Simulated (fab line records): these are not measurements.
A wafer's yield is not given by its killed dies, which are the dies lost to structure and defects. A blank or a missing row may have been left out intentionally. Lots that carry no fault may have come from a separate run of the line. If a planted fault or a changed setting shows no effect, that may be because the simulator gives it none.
Check of tool commonality + flow berkeley cmos170 + 14 lots and 42 wafers in the sample

## REASON FOR OPENING
At UCB170_PSD_TW_MEAS_10 the reading PSD_TW is flagged on 2 of 14 lots. Fault-free wafers read 2323, with a standard deviation of 26.
Rule: a lot gets a flag if all its wafers with a number sit over 4 standard deviations from that mean, or if no wafer of it has a number. As for the other lots, they are considered sound.

| lot  | measured     | on            | PSD_TW, wafer by wafer | flag    |
|------|--------------|---------------|------------------------|---------|
| L702 | day 8 09:34  | film metro-01 | 2314 2338 2314         |         |
| L703 | day 8 16:11  | film metro-01 | 2308 2310 2327         |         |
| L704 | day 8 16:27  | film metro-01 | 2323 2323 2327         |         |
| L706 | day 8 23:44  | film metro-03 | 2290 2287 2289         |         |
| L705 | day 8 23:56  | film metro-02 | 2352 2337 2342         |         |
| L707 | day 9 10:34  | film metro-01 | 2306 2304 2313         |         |
| L709 | day 9 14:58  | film metro-03 | 2290 2306 2309         |         |
| L708 | day 9 16:33  | film metro-01 | 2310 2314 2293         |         |
| L712 | day 10 03:54 | film metro-02 | 2347 2342 2355         |         |
| L713 | day 10 14:15 | film metro-02 | 2338 2352 2342         |         |
| L715 | day 10 14:49 | film metro-03 | 2432 2428 2428         | FLAGGED |
| L716 | day 11 01:10 | film metro-01 | 2467 2447 2446         | FLAGGED |
| L719 | day 11 01:26 | film metro-02 | 2341 2343 2353         |         |
| L722 | day 12 09:35 | film metro-02 | 2331 2352 2347         |         |
The numbers of the flagged lots are 2441 on average: +118 against the usual, or +5 standard deviations.

## EACH LOT AND THE TOOL IT RAN ON
The record holds 2 process steps before the reading, out of a route of 331 steps. In each cell: the tool, then ch and the chambers that the sampled wafers went through, then the start.
| lot  | flag    | UCB170_PSD_IMPLANT_08           | UCB170_PSD_STRIP_09                  |
|------|---------|---------------------------------|--------------------------------------|
| L702 |         | implanter-03 ch 0, day 8 09:20  | plasma asher-02 ch 0,1, day 8 09:28  |
| L703 |         | implanter-02 ch 0, day 8 15:57  | plasma asher-02 ch 0, day 8 16:04    |
| L704 |         | implanter-03 ch 0, day 8 16:12  | plasma asher-04 ch 0,1, day 8 16:21  |
| L706 |         | implanter-03 ch 0, day 8 23:32  | plasma asher-04 ch 0,1, day 8 23:38  |
| L705 |         | implanter-02 ch 0, day 8 23:41  | plasma asher-02 ch 0, day 8 23:50    |
| L707 |         | implanter-02 ch 0, day 9 10:19  | plasma asher-04 ch 1, day 9 10:27    |
| L709 |         | implanter-02 ch 0, day 9 14:43  | plasma asher-02 ch 0,1, day 9 14:52  |
| L708 |         | implanter-03 ch 0, day 9 16:20  | plasma asher-04 ch 0,1, day 9 16:27  |
| L712 |         | implanter-02 ch 0, day 10 03:40 | plasma asher-03 ch 0, day 10 03:47   |
| L713 |         | implanter-03 ch 0, day 10 14:00 | plasma asher-04 ch 0,1, day 10 14:09 |
| L715 | FLAGGED | implanter-03 ch 0, day 10 14:35 | plasma asher-04 ch 0,1, day 10 14:43 |
| L716 | FLAGGED | implanter-03 ch 0, day 11 00:55 | plasma asher-03 ch 0,1, day 11 01:04 |
| L719 |         | implanter-01 ch 0, day 11 01:12 | plasma asher-04 ch 0,1, day 11 01:20 |
| L722 |         | implanter-02 ch 0, day 12 09:20 | plasma asher-02 ch 0,1, day 12 09:29 |
These steps, and what they do:
- UCB170_PSD_IMPLANT_08
- UCB170_PSD_STRIP_09: strips in O2.
- UCB170_PSD_TW_MEAS_10

## FLAGGED OVER TOTAL, TOOL BY TOOL (the gauges that took the reading come last)
| step                  | tool            | lots run | flagged | share of the flagged lots | sound lots run after its first flagged lot |
|-----------------------|-----------------|----------|---------|---------------------------|--------------------------------------------|
| UCB170_PSD_IMPLANT_08 | implanter-01    | 1        | 0       | none                      | -                                          |
| UCB170_PSD_IMPLANT_08 | implanter-02    | 6        | 0       | none                      | -                                          |
| UCB170_PSD_IMPLANT_08 | implanter-03    | 7        | 2       | all                       | 0                                          |
| UCB170_PSD_STRIP_09   | plasma asher-02 | 5        | 0       | none                      | -                                          |
| UCB170_PSD_STRIP_09   | plasma asher-03 | 2        | 1       | some                      | 0                                          |
| UCB170_PSD_STRIP_09   | plasma asher-04 | 7        | 1       | some                      | 1 (L719)                                   |
| UCB170_PSD_TW_MEAS_10 | film metro-01   | 6        | 1       | some                      | 0                                          |
| UCB170_PSD_TW_MEAS_10 | film metro-02   | 5        | 0       | none                      | -                                          |
| UCB170_PSD_TW_MEAS_10 | film metro-03   | 3        | 1       | some                      | 0                                          |

## WHAT IS ALLOWED BY THE TABLE
1 row of the table ran every flagged lot: implanter-03 at UCB170_PSD_IMPLANT_08.
- implanter-03 at UCB170_PSD_IMPLANT_08: 2 of its 7 lots flagged. Last sound lot L713 at day 10 14:00, first flagged lot L715 at day 10 14:35; a fault beginning in between fits. Its own readings (dose ions cm2, faraday current uA) fall more than 4 standard deviations out on all wafers of the flagged lots.
Left over: one tool, implanter-03 at UCB170_PSD_IMPLANT_08.

## WHAT HAD BEEN PUT IN BY THE SIMULATOR
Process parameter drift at UCB170_PSD_IMPLANT_08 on implanter-03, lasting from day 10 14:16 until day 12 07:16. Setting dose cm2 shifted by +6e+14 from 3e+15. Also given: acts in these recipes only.
Struck lots among those shown: L715, L716. Same finding as the rule above.
